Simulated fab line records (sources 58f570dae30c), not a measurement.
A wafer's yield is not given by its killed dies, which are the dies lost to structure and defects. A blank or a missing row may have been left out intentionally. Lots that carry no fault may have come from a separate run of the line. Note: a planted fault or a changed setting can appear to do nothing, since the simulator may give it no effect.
Problem report, 8D (eight disciplines) form, completed by code | flow berkeley-cmos170 | the parts of the form that need people (team, actions taken, sign-off) are left out

== 1. WHAT IS WRONG ==
Wafers free of any fault read 521 (standard deviation 4.4) for NVT_TW at UCB170_NVT_TW_MEAS_09, against a mean of 543 on 6 wafers of 2 lots. That puts it +5.0 standard deviations away from the usual mean.
First seen on wafer L500.1, day 9 22:54, on film-metro-02. At this step, 42 wafers from 14 lots have a number in the record. By rule, "out" or "out of limits" means more than 4 standard deviations away from the usual mean. All remaining wafers that have a number are taken as sound.

== 2. WHAT IT IS; WHAT IT IS NOT ==
question                    | is                     | is not
which readings at this step | NVT_TW                 | -
which lots                  | L500, L503             | L480, L481, L482, L483, L485, L486, L487, L488, L489, L490, L491, L492
which wafers of those lots  | all that have a number | -
read on which gauges        | film-metro-02          | film-metro-01, film-metro-04
when                        | from day 9 22:54       | up to then (36 sound wafers)

== 3. THE SUSPECTS, EACH WITH WHAT RULES IT OUT ==
Counting: a tool stays on the suspect list if, at a process step up to the reading, it processed all lots that are out and no sound lot following the first of them.
- ruled out: the gauge at UCB170_NVT_TW_MEAS_09. All the wafers that are out were read on film-metro-02, but those of them that UCB170_NVT_IMPLANT_07 has rows for are out there too, on other tools.
- implanter-02 at UCB170_NVT_IMPLANT_07: kept. It processed each lot that is out, first L500 at day 9 22:39, and no sound lot thereafter; up to then, the last sound lot it processed was L492 at day 8 06:50. Out on those wafers are its own readings of beam-energy-keV.
The count leaves implanter-02 at UCB170_NVT_IMPLANT_07.

== 4. THE CAUSE (what the simulator had put in) ==
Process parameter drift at UCB170_NVT_IMPLANT_07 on implanter-02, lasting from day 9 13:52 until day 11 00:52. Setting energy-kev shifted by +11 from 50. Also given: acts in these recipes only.
Counting left only this tool.

== 5. THE EFFECT CHAIN, in route order ==
Each row: a reading where the mean over the struck wafers with a number is more than 3 standard deviations away from the usual. Scope: only readings with a usual standard deviation given in the record; hours: median across lots of the time from each lot's start at the first step in this table that gives one to its start at this step; sigmas: change in usual standard deviations.
hours | step                  | reading         | usual  | on struck wafers | change  | sigmas
0     | UCB170_NVT_IMPLANT_07 | beam-energy-keV | 50.002 | 61.006           | +11.004 | +99 or more
0     | UCB170_NVT_TW_MEAS_09 | NVT_TW          | 521    | 543              | +22     | +5.0
It contains these process steps:
- UCB170_NVT_IMPLANT_07

== 6. HOW IT WOULD HAVE BEEN CAUGHT EARLIER ==
The first out-of-limits reading at a measuring or inspecting step in this record came at day 9 22:54, 9 hours after the fault's start at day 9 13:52.
The tool's own readings at UCB170_NVT_IMPLANT_07 were out on every struck wafer that the step has a row for (beam-energy-keV): an alarm limit on them would have fired on the first of those.
L503, from the lots that are out (2), started UCB170_NVT_IMPLANT_07 on implanter-02 later than day 9 22:54. It would have been spared by a hold on the tool at that moment.
